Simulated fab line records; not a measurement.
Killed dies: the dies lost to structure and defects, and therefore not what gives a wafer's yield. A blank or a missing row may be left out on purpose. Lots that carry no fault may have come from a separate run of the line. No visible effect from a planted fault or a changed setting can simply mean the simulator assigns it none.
2 desks, one fault | flow berkeley-cmos170 | each desk holds nothing but its own numbers, with what lay behind them at the end

METROLOGY DESK
What the gauges read, lot by lot, whatever tool the lot ran on: means of the sampled wafers that have a number. A lot is out of limits, marked OUT, if its mean lies more than 4 standard deviations from the usual mean; the brackets give that distance.
Columns: A = FIELD_OXIDE_LEFT_1_THK at UCB170_FIELD_THK_MEAS_90, usual 445 nm; B = V1_TEOS_THK at UCB170_V1_THK_MEAS_01, usual 2087 nm; C = V1_POLISHED_THK at UCB170_V1_THK_MEAS_04, usual 999.6 nm
lot  | first seen here | A   | B              | C
L475 | day 4 19:52     | 447 | 2066           | 1000.1
L476 | day 5 01:42     | 436 | 2070           | 1000.4
L477 | day 5 12:47     | 445 | 2092           | 1000.8
L478 | day 5 12:47     | 424 | 2093           | 999.7
L479 | day 6 01:53     | 440 | 2092           | 999.0
L480 | day 6 01:54     | 453 | 2130           | 999.8
L481 | day 6 13:10     | 441 | 2097           | 998.8
L484 | day 6 13:10     | 441 | 2078           | 999.3
L488 | day 7 16:17     | 457 | 1796 (-11) OUT | 760.3 (-99 or more) OUT
L493 | day 8 18:04     | 450 | 2102           | 999.1
L495 | day 8 18:04     | 439 | 2081           | 1000.0
L497 | day 9 05:52     | 435 | 2077           | 999.1
L498 | day 9 17:05     | 446 | 2064           | 999.6
This desk reports L488 out of limits; the earliest was L488 at day 10 07:46 (V1_TEOS_THK at UCB170_V1_THK_MEAS_01). L475, L476, L477, L478, L479, L480, L481, L484, L493, L495, L497, L498: within limits.

THE TOOL OWNER'S DESK: pecvd-02
The tool's own readings at UCB170_V1_CVD_00 (deposits SiO2 from TEOS/O2, target thk 2000 nm, time 260.8 s): means of the sampled wafers that have a number, for each lot that ran on this tool. A lot is out of limits, marked OUT, if its mean lies more than 4 standard deviations from the usual mean; the brackets give that distance.
Columns: A = heater-power-w at UCB170_V1_CVD_00, usual 252 W; B = pressure-mtorr at UCB170_V1_CVD_00, usual 9001 mTorr
lot  | first seen here | A   | B
L476 | day 7 05:25     | 258 | 8998
L478 | day 7 21:38     | 303 | 9004
L479 | day 8 08:05     | 289 | 8981
L481 | day 8 20:13     | 258 | 8997
L488 | day 10 07:35    | 364 | 8994
This desk's finding: nothing out of limits on any of the 5 lots.

PUT TOGETHER
On L488, the metrology desk was in a position to raise an alarm at day 10 07:46.
The desk of the tool owner found nothing out of limits.
On record at the tool owner's desk: L488, within its limits.
The lots listed all ran UCB170_V1_CVD_00 on pecvd-02.

WHAT WAS PUT IN BY THE SIMULATOR
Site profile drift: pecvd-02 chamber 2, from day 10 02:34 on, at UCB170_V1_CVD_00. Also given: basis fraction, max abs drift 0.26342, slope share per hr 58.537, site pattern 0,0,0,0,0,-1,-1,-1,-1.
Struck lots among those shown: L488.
Delay in hours, fault start to first out-of-limits reading, per desk: metrology desk 5.
